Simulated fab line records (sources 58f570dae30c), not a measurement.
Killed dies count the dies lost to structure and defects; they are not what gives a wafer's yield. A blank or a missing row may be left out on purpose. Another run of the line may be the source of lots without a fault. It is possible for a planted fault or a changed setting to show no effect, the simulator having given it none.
Which of the tools did it? ; flow berkeley cmos170 ; 7 lots, 21 wafers sampled, at 3 steps of a route of 331

## WHAT EACH GAUGE READ, for each wafer
UCB170_GATE_OVL_MEAS_13.
lot;measured;on;GATE_OVL (nm)
L749;day 7 14:32;overlay-02;2 4 -8
L751;day 8 05:37;overlay-01;-3 -7 -7
L754;day 8 13:34;overlay-01;3 4 -1
L759;day 9 19:08;overlay-01;-6 -4 -1
L762;day 9 19:42;overlay-01;49 46 46
L764;day 10 13:16;overlay-01;4 -1 7
L770;day 11 14:56;overlay-02;-9 -4 -8

## TOOL THAT RAN EACH LOT (tool first, then ch and the chambers of the sampled wafers, then the start)
lot;UCB170_ACTIVE_STRIP_16;UCB170_GATE_EXPOSE_09
L749;plasma asher-03 ch 0,1, day 5 05:03;krf scanner-01 ch 0, day 7 13:11
L751;plasma asher-03 ch 0,1, day 5 22:39;krf scanner-01 ch 0, day 8 05:01
L754;plasma asher-04 ch 0,1, day 6 05:23;krf scanner-02 ch 0, day 8 13:03
L759;plasma asher-04 ch 0, day 7 07:44;krf scanner-02 ch 0, day 9 18:08
L762;plasma asher-03 ch 0,1, day 7 07:58;krf scanner-01 ch 0, day 9 19:02
L764;plasma asher-02 ch 0,1, day 7 22:58;krf scanner-02 ch 0, day 10 12:46
L770;plasma asher-03 ch 0,1, day 9 11:11;krf scanner-02 ch 0, day 11 14:23
- UCB170_ACTIVE_STRIP_16: strips in O2.
- UCB170_GATE_EXPOSE_09: exposes mask POLY, target cd 350 nm.

## THE ANSWER, worked out from the rows above alone
Rule: what is usual is taken from the lots themselves. The widest of any qualifying gaps counts: lots, ordered by their means at a reading, are off when they make up no more than a third of the lots, leave a main group of 4 or more, and stand apart from it by 3 or more times the standard deviation of that group's means. Not used: any main group whose means are identical at the precision the tables above print for the reading. Also off: a lot with no number at a reading for which 4 or more lots have one. All remaining lots with rows at the step are treated as sound.
Off: L762, at UCB170_GATE_OVL_MEAS_13 (GATE_OVL). For the main group the mean is -2 nm and the standard deviation 3.8.
If a tool, at a process step before that reading, ran all the lots that are off and no sound lot after the first of them, it fits. Those tools and the gauges at UCB170_GATE_OVL_MEAS_13 are tried in the same way. One fits: krf scanner-01 at UCB170_GATE_EXPOSE_09. A fault onset in the window from L751 (day 8 05:01, its last sound lot) to L762 (day 9 19:02, its first lot off) fits.

## WHAT THE SIMULATOR HAD PUT IN
Scanner matching overlay: krf scanner-01, from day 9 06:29 on, at UCB170_GATE_EXPOSE_09. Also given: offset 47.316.
Lots struck among those shown: L762. This agrees with what the rule above found.
